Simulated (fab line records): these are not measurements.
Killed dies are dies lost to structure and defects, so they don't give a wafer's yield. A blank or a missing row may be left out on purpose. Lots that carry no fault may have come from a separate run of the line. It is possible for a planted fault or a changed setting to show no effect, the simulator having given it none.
Matching of chambers || flow berkeley-cmos170 || UCB170_ACTIVE_ETCH_15 on rie-diel-01 has 4 sister chambers
The step etches Si3N4 in CH3F/Ar/O2, stops on SiO2, target depth 242 nm, time 151 s. 4 wafers are shown with their chamber, then 8 later ones without.

WAFERS PAIRED WITH THEIR CHAMBERS
{"wafer": "L224.1", "chamber": 1, "throttle-valve-pct (%)": 8.08}
{"wafer": "L224.6", "chamber": 2, "throttle-valve-pct (%)": 8.14}
{"wafer": "L227.3", "chamber": 0, "throttle-valve-pct (%)": 7.95}
{"wafer": "L230.1", "chamber": 3, "throttle-valve-pct (%)": 8.23}

WAFERS WITHOUT THEIR CHAMBER
{"wafer": "L230.4", "throttle-valve-pct (%)": 8.24}
{"wafer": "L230.6", "throttle-valve-pct (%)": 8.09}
{"wafer": "L234.2", "throttle-valve-pct (%)": 7.94}
{"wafer": "L234.3", "throttle-valve-pct (%)": 8.22}
{"wafer": "L234.6", "throttle-valve-pct (%)": 7.96}
{"wafer": "L232.1", "throttle-valve-pct (%)": 8.07}
{"wafer": "L232.4", "throttle-valve-pct (%)": 8.08}
{"wafer": "L232.6", "throttle-valve-pct (%)": 7.95}

CHAMBER TAKEN BY EACH
{"wafer": "L230.4", "from the rows above": 3, "in truth": 3}
{"wafer": "L230.6", "from the rows above": 1, "in truth": 1}
{"wafer": "L234.2", "from the rows above": 0, "in truth": 0}
{"wafer": "L234.3", "from the rows above": 3, "in truth": 3}
{"wafer": "L234.6", "from the rows above": 0, "in truth": 0}
{"wafer": "L232.1", "from the rows above": 1, "in truth": 1}
{"wafer": "L232.4", "from the rows above": 1, "in truth": 1}
{"wafer": "L232.6", "from the rows above": 0, "in truth": 0}
8 of 8 placed correctly. Number that these rows cannot place: 0. Placed wrongly: 0.
How it was worked out, from the rows above alone: a wafer's distance from a chamber is the root of the sum, over the readings, of the square of ((its reading less the chamber's mean) divided by the reading's scatter). The wafer belongs to the nearest chamber; if the next one is less than 2 further off, it can't be placed. Each chamber's mean is taken over the wafers shown for it. The scatter (one wafer shown for each chamber): square how far every hidden wafer sits from the nearest shown wafer, average those squares and take the square root.
